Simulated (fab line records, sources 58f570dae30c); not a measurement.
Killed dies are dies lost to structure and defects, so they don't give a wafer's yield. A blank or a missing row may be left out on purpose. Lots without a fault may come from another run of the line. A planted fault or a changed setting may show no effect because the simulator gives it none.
Which tool did it? | flow berkeley_cmos170 | 14 lots, 42 wafers sampled, at 1 step of a route of 331

WHAT THE GAUGES READ, wafer by wafer
UCB170_ACTIVE_THK_MEAS_03.
lot  | measured    | on            | ACTIVE_OXIDE_THK (nm)
L152 | day 4 09:43 | film_metro-04 | 26.1 26.2 26.3
L153 | day 4 09:43 | film_metro-01 | 26.9 27.0 26.8
L155 | day 4 09:47 | film_metro-01 | 26.4 26.4 26.4
L154 | day 4 09:48 | film_metro-04 | 26.6 26.4 26.7
L157 | day 5 01:58 | film_metro-02 | 26.4 26.1 26.2
L165 | day 6 19:37 | film_metro-04 | 26.0 25.9 25.5
L164 | day 6 19:38 | film_metro-02 | 26.4 26.3 26.4
L168 | day 7 02:31 | film_metro-04 | 26.0 25.7 25.5
L170 | day 7 08:45 | film_metro-02 | 25.3 25.4 25.2
L171 | day 7 08:46 | film_metro-04 | 25.8 25.4 25.7
L169 | day 7 08:46 | film_metro-01 | 25.4 26.0 25.9
L172 | day 8 01:42 | film_metro-02 | 26.5 26.6 26.0
L173 | day 8 01:44 | film_metro-01 | 26.1 26.4 25.9
L175 | day 8 19:43 | film_metro-02 | 25.5 25.4 25.5

WHICH TOOL RAN EACH LOT (tool, then ch and the chambers of the sampled wafers, then the start)
The record holds no process step before these readings.

WHAT THE TOOLS THEMSELVES READ (means of the sampled wafers that have a number; where no wafer has one, the mark that the record gives instead)
The record holds no such reading with a usual standard deviation.

THE ANSWER, worked out from the rows above alone
Rule: what is usual is taken from the lots themselves. Put in order of their means at a reading, lots are off if they are a third of the lots or fewer, leave a main group of 4 or more, and stand apart from it by a gap of 3 or more times the standard deviation of the main group's means; of several such gaps the widest counts. A main group whose means are all the same, to the digits that the tables above print for the reading, isn't used. A lot without any number at a reading at which 4 lots or more have one is off too. The other lots that the step has rows for count as sound. The gauges are gone through in route order, then the tools' own readings, and for those a lot's mean is taken as printed above. The first step at which some lot is off is used, and at that step the reading that is off furthest; a lot without a number counts as furthest.
No lot is off at any reading shown: from this, nothing can be told.

WHAT THE SIMULATOR HAD PUT IN
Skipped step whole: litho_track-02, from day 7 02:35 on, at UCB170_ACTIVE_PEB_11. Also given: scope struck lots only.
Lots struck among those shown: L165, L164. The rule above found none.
